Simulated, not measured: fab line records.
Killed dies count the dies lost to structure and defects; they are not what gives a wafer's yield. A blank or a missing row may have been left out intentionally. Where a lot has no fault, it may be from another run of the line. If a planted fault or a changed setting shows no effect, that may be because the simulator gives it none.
Which of the tools did it?    flow berkeley-cmos170    Sampling: 15 lots, 45 wafers, 5 of 331 route steps

WHAT THE GAUGES READ, wafer by wafer
UCB170_PLDD_OVL_MEAS_07. Usual: PLDD_OVL gives -2 nm (standard deviation 5.3).
lot   measured      on          PLDD_OVL (nm)  flag
L588  day 6 17:45   overlay-01  -8 2 6         
L589  day 6 18:29   overlay-01  4 0 3          
L587  day 6 18:17   overlay-02  -5 -7 2        
L590  day 6 18:37   overlay-01  2 -2 9         
L591  day 6 18:01   overlay-01  1 -3 3         
L592  day 7 06:58   overlay-01  -6 -5 -1       
L593  day 7 14:23   overlay-02  -3 1 5         
L596  day 8 03:25   overlay-02  1 -5 -6        
L600  day 8 18:40   overlay-01  -1 -1 -4       
L602  day 9 07:32   overlay-02  -6 7 -6        
L603  day 9 13:02   overlay-02  -2 -3 6        
L604  day 10 00:31  overlay-02  -1 -8 0        
L605  day 10 00:47  overlay-01  3 5 3          
L609  day 10 22:53  overlay-02  1 6 8          
L610  day 11 11:23  overlay-01  1 -11 -10      

UCB170_NSD_TW_MEAS_10. Usual: NSD_TW gives 4175 (standard deviation 33).
lot   measured      on             NSD_TW          flag
L588  day 7 03:33   film-metro-03  4161 4168 4166  
L589  day 7 03:53   film-metro-03  4167 4158 4151  
L587  day 7 03:17   film-metro-01  4220 4222 4240  
L590  day 7 03:38   film-metro-01  4231 4221 4208  
L591  day 7 03:24   film-metro-04  4190 4205 4171  
L592  day 7 16:04   film-metro-01  4216 4251 4220  
L593  day 7 23:17   film-metro-03  4161 4149 4148  
L596  day 8 20:29   film-metro-01  4192 4170 4208  
L600  day 9 05:52   film-metro-03  4140 4144 4146  
L602  day 9 18:42   film-metro-03  4131 4117 4130  
L603  day 10 00:56  film-metro-03  4128 4126 4137  
L604  day 10 12:32  film-metro-03  4133 4131 4122  
L605  day 10 12:25  film-metro-04  4182 4205 4170  
L609  day 11 11:22  film-metro-03  4164 4168 4162  
L610  day 12 00:06  film-metro-01  4197 4181 4180  

UCB170_SDANNEAL_RS_MEAS_04: measurement is done with a four-point probe. Usual: PLDD_RS gives 1032 ohm/sq (standard deviation 3.2).
lot   measured      on             PLDD_RS (ohm/sq)  flag
L588  day 7 05:24   film-metro-03  1035 1032 1036    
L589  day 7 06:07   film-metro-04  1034 1036 1032    
L587  day 7 05:14   film-metro-01  1034 1034 1033    
L590  day 7 05:43   film-metro-01  1035 1037 1037    
L591  day 7 05:13   film-metro-04  1029 1029 1029    
L592  day 7 17:34   film-metro-01  1089 1091 1091    OFF
L593  day 8 01:04   film-metro-03  1087 1088 1090    OFF
L596  day 8 22:31   film-metro-03  1030 1028 1029    
L600  day 9 07:36   film-metro-03  1085 1085 1085    OFF
L602  day 9 20:08   film-metro-01  1034 1031 1031    
L603  day 10 02:51  film-metro-04  1033 1031 1031    
L604  day 10 14:02  film-metro-04  1030 1034 1029    
L605  day 10 13:56  film-metro-03  1033 1034 1035    
L609  day 11 13:11  film-metro-04  1034 1028 1031    
L610  day 12 01:34  film-metro-03  1033 1033 1032    

WHICH TOOL RAN EACH LOT (tool, then ch and the chambers of the sampled wafers, then the start)
lot   UCB170_NVT_STRIP_08                   UCB170_SPACER_ANNEAL_02
L588  plasma-asher-01 ch 0,1, day 6 00:02   furnace-02 ch 0, day 6 21:35
L589  plasma-asher-03 ch 0,1, day 6 00:19   furnace-02 ch 0, day 6 21:35
L587  plasma-asher-04 ch 0,1, day 6 00:22   furnace-02 ch 0, day 6 21:35
L590  plasma-asher-03 ch 0,1, day 6 00:31   furnace-02 ch 0, day 6 21:35
L591  plasma-asher-01 ch 0,1, day 6 00:35   furnace-02 ch 0, day 6 21:35
L592  plasma-asher-03 ch 0, day 6 16:42     furnace-02 ch 0, day 7 11:01
L593  plasma-asher-04 ch 0,1, day 6 21:48   furnace-02 ch 0, day 7 18:07
L596  plasma-asher-03 ch 0,1, day 7 08:24   furnace-01 ch 0, day 8 15:34
L600  plasma-asher-03 ch 0,1, day 8 02:04   furnace-02 ch 0, day 9 00:03
L602  plasma-asher-01 ch 0,1, day 8 12:35   furnace-01 ch 0, day 9 13:34
L603  plasma-asher-01 ch 0,1, day 8 23:07   furnace-01 ch 0, day 9 17:40
L604  plasma-asher-03 ch 0,1, day 9 07:38   furnace-03 ch 0, day 10 07:18
L605  plasma-asher-01 ch 0,1, day 9 08:10   furnace-03 ch 0, day 10 07:18
L609  plasma-asher-03 ch 0,1, day 10 03:56  furnace-01 ch 0, day 11 04:43
L610  plasma-asher-01 ch 0,1, day 10 19:07  furnace-02 ch 0, day 11 16:25
- UCB170_NVT_STRIP_08: strips in O2.
- UCB170_SPACER_ANNEAL_02: time 1800 s.

AS READ BY THE TOOLS THEMSELVES (means over the sampled wafers that have a number; for cases with no such wafer, the mark the record gives instead)
UCB170_NVT_STRIP_08. Usual: drypump-motor-current-A 5.8 A, standard deviation 0.33; oes-product-au 0.734 a.u., standard deviation 0.0047; strip-time-to-endpoint-s 21.64 s, standard deviation 0.068.
lot   tool             drypump-motor-current-A (A)  oes-product-au (a.u.)  strip-time-to-endpoint-s (s)  flag
L588  plasma-asher-01  6.2                          0.734                  21.67                         
L589  plasma-asher-03  5.5                          0.734                  21.68                         
L587  plasma-asher-04  6.2                          0.733                  21.71                         
L590  plasma-asher-03  5.5                          0.732                  21.66                         
L591  plasma-asher-01  6.0                          0.737                  21.59                         
L592  plasma-asher-03  5.5                          0.732                  21.54                         
L593  plasma-asher-04  6.1                          0.736                  21.66                         
L596  plasma-asher-03  5.5                          0.739                  21.61                         
L600  plasma-asher-03  5.5                          0.737                  21.64                         
L602  plasma-asher-01  6.0                          0.735                  21.74                         
L603  plasma-asher-01  6.2                          0.733                  21.67                         
L604  plasma-asher-03  5.5                          0.738                  21.55                         
L605  plasma-asher-01  6.2                          0.734                  21.61                         
L609  plasma-asher-03  5.5                          0.733                  21.62                         
L610  plasma-asher-01  6.0                          0.736                  21.57                         

UCB170_SPACER_ANNEAL_02. Usual: spike-tc-centre-C 901.7 C, standard deviation 0.91; spike-tc-load-C 922.7 C, standard deviation 2.1; spike-tc-source-C 923.0 C, standard deviation 2.3; tube-center-temp-C 900 C, standard deviation 0.079; tube_center_temp_C_max 902.3, standard deviation 0.41.
lot   tool        spike-tc-centre-C (C)  spike-tc-load-C (C)  spike-tc-source-C (C)  tube-center-temp-C (C)  tube_center_temp_C_max  flag
L588  furnace-02  902.6                  920.7                921.8                  900                     902.1                   
L589  furnace-02  900.9                  921.7                920.7                  900                     902.3                   
L587  furnace-02  901.8                  920.2                920.9                  900                     902.4                   
L590  furnace-02  902.3                  920.4                921.4                  900                     902.5                   
L591  furnace-02  902.4                  919.7                920.8                  900                     902.0                   
L592  furnace-02  886.6                  904.8                905.8                  885                     887.3                   OFF
L593  furnace-02  886.9                  905.1                905.2                  885                     887.5                   OFF
L596  furnace-01  901.1                  925.0                925.3                  900                     902.6                   
L600  furnace-02  886.6                  905.9                905.1                  885                     887.3                   OFF
L602  furnace-01  901.9                  924.4                926.4                  900                     902.4                   
L603  furnace-01  901.4                  924.1                925.4                  900                     902.2                   
L604  furnace-03  902.0                  922.5                921.7                  900                     902.3                   
L605  furnace-03  901.5                  923.4                922.0                  900                     902.6                   
L609  furnace-01  900.7                  924.9                925.2                  900                     902.2                   
L610  furnace-02  903.1                  921.0                920.8                  900                     902.5                   

THE ANSWER, worked out from the rows above alone
Rule: a lot counts as off when the mean over its wafers that have a number is more than 3 standard deviations away from the usual mean. Also off: a lot with no number at a reading for which 4 or more lots have one. Any other lot the step has rows for is counted as sound. After the gauges, taken in route order, come the tools' own readings; for these a lot's mean is taken, as printed above. At the first step where some lot is off, the reading lying furthest off is the one used; lots without a number count as furthest.
Off: at UCB170_SDANNEAL_RS_MEAS_04 (PLDD_RS), L592, L593, L600.
If a tool, at a process step before that reading, ran all the lots that are off and no sound lot after the first of them, it fits. The gauges at UCB170_SDANNEAL_RS_MEAS_04 aren't tried: what is off there is off at UCB170_SPACER_ANNEAL_02 too, on other tools, and a gauge's error can't cause that. No candidate that was tried fits.

WHAT HAD BEEN PUT IN BY THE SIMULATOR
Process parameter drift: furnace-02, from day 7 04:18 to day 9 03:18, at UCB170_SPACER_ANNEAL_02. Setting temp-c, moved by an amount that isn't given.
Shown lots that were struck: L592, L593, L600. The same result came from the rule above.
